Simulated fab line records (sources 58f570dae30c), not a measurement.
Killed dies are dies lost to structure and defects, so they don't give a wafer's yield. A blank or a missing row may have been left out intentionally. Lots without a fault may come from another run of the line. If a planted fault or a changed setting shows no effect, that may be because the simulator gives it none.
Problem report in the 8D (eight disciplines) form, filled by code :: flow berkeley cmos170 :: the parts of the form that need people (team, actions taken, sign-off) are left out

1. THE ISSUE
At UCB170_PSD_CD_MEAS_06, cd nm averages 1207.0 nm over 6 wafers from 2 lots, while fault-free wafers read 1199.9 nm, standard deviation 1.2. That puts it +5.9 standard deviations away from the usual mean.
The step: target cd 1200 nm.
First observed at day 9 17:26: wafer L995.1, on cd sem-01. At this step, 42 wafers from 14 lots have a number in the record. Rule for "out", or "out of limits": more than 4 standard deviations from the usual mean. All remaining wafers that have a number are taken as sound.

2. WHAT THIS IS AND IS NOT
question: which readings at this step
is: cd nm
is not: -

question: which lots
is: L995, L998
is not: L101, L102, L103, L980, L981, L982, L985, L987, L988, L989, L991, L993

question: which wafers of those lots
is: all that have a number
is not: -

question: read on which gauges
is: cd sem-01, cd sem-02
is not: -

question: when
is: from day 9 17:26
is not: up to then (27 sound wafers); but 9 sound wafers of L101, L102, L103 came after

3. SUSPECTS, AND WHAT RULES EACH OUT
Counting: a tool stays on the suspect list if, at a process step up to the reading, it processed all lots that are out and no sound lot following the first of them.
- the gauge at UCB170_PSD_CD_MEAS_06 has been ruled out. 2 gauges (cd sem-01, cd sem-02) read the wafers that are out.
- litho track-02 at UCB170_PSD_SOFTBAKE_02 (time 60 s): kept. All lots that are out passed through it, beginning with L995 at day 9 16:06, and no sound lot followed; its final sound lot before that point was L993 at day 9 02:43. On those wafers its own readings are out: heater power total W, plate temp C.
The count leaves litho track-02 at UCB170_PSD_SOFTBAKE_02.

4. THE CAUSE (what the simulator had put in)
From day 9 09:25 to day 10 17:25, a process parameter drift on litho track-02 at UCB170_PSD_SOFTBAKE_02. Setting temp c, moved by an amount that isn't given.
After counting, this tool was the only one left.

5. THE EFFECT CHAIN, in route order
Each row: a reading where the mean over the struck wafers with a number is more than 3 standard deviations away from the usual. Only readings for which the record gives a usual standard deviation are gone through. hours: the time from each lot's start at the first step in this table that gives one to its start at this step, as a median over the lots. sigmas: the change in usual standard deviations.
hours: 0
step: UCB170_PSD_SOFTBAKE_02
reading: heater power total W
usual: 56.79 W
on struck wafers: 58.06
change: +1.27
sigmas: +29

hours: 0
step: UCB170_PSD_SOFTBAKE_02
reading: plate temp C
usual: 130.02 C
on struck wafers: 132.09
change: +2.07
sigmas: +15

hours: 1
step: UCB170_PSD_CD_MEAS_06
reading: cd nm
usual: 1199.9 nm
on struck wafers: 1207.0
change: +7.0
sigmas: +5.9
Here are the process steps it includes:
- UCB170_PSD_SOFTBAKE_02: time 60 s.

6. HOW IT WOULD HAVE BEEN CAUGHT EARLIER
The first out-of-limits reading at a measuring or inspecting step in this record came at day 9 17:26, 8 hours after the fault's start at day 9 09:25.
At UCB170_PSD_SOFTBAKE_02, the tool's own readings (heater power total W, plate temp C) were out on each struck wafer the step has a row for, so an alarm limit on them would have fired on the first such wafer.
By day 9 17:26, every lot that is out (2) had started UCB170_PSD_SOFTBAKE_02 on litho track-02. Holding the tool at that point would not have protected any of them.
